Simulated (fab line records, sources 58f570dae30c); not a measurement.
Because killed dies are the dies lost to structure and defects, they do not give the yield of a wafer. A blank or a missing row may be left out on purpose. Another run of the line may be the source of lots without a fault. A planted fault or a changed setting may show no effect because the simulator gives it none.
Code-filled problem report in 8D (eight disciplines) form | flow berkeley cmos170 | the parts of the form that need people (team, actions taken, sign-off) are left out

## 1. PROBLEM STATEMENT
Across 9 wafers from 3 lots, CONTACT_PSG_THK at UCB170_CONTACT_THK_MEAS_02 averages 502 nm, while fault-free wafers read 697 nm with a standard deviation of 5.3. That is -37 standard deviations from the usual mean.
Earliest sighting: wafer L507.1 on film metro-02 at day 10 22:35. At this step, 45 wafers from 15 lots have a number in the record. The rule behind "out" and "out of limits": a value lying over 4 standard deviations away from the usual mean. The rest of the wafers with a number are treated as sound.

## 2. WHAT IT IS, WHAT IT ISN'T
question                    | is                           | is not
which readings at this step | CONTACT_PSG_THK              | -
which lots                  | L507, L508, L511             | L499, L500, L501, L502, L503, L504, L505, L506, L512, L513, L517, L519
which wafers of those lots  | all that have a number       | -
read on which gauges        | film metro-02, film metro-04 | film metro-01
when                        | from day 10 22:35            | up to then (24 sound wafers); but 12 sound wafers of L512, L513, L517, L519 came after

## 3. SUSPECTS, AND WHAT RULES EACH OUT
Counting: a tool at a process step up to the reading stays a suspect if it ran every lot that is out and no sound lot after the first of them.
- the gauge at UCB170_CONTACT_THK_MEAS_02 has been ruled out. 2 gauges (film metro-02, film metro-04) read the wafers that are out.
- lpcvd-01 at UCB170_CONTACT_CVD_01 (deposits PSG from SiH4/O2/PH3, target thk 700 nm, time 2820 s): ruled out as a lasting fault. The sound lots L513 went through it after L507, its earliest lot that is out (day 10 19:54).
Left after counting: nothing in the record.

## 4. THE CAUSE (what the simulator had put in)
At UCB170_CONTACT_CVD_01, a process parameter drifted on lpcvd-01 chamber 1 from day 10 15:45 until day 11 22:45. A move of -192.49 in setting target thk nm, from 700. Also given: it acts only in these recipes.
Counting ruled it out, wrongly: the rule takes a fault to strike every lot that its tool runs from its start on, and this one did not.

## 5. SEQUENCE OF EFFECTS, ordered by route
Rows list readings where the struck wafers' mean (over those with a number) sits beyond 3 standard deviations from the usual. Only readings whose record carries a usual standard deviation are examined. hours: median over the lots of the time between each lot's start at the first step of this table that gives one and its start at this step. sigmas: the change, counted in usual standard deviations.
hours | step                       | reading         | usual      | on struck wafers | change | sigmas
0     | UCB170_CONTACT_THK_MEAS_02 | CONTACT_PSG_THK | 697 nm     | 502              | -195   | -37
-     | UCB170_CONTACT_ETCH_18     | oes product au  | 0.889 a.u. | 0.747            | -0.142 | -9.5
Its process steps:
- UCB170_CONTACT_ETCH_18: etches PSG in CHF3/CF4/Ar, stops on TiSi2, target depth 840 nm, time 195 s.

## 6. HOW IT WOULD HAVE BEEN CAUGHT EARLIER
The first out-of-limits reading at a measuring or inspecting step in this record came at day 10 22:35, 7 hours after the fault's start at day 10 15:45.
An alarm limit of 4 standard deviations would not have fired on the tool readings at UCB170_CONTACT_CVD_01 for which the record gives a usual standard deviation, since none of them was out on any struck wafer.
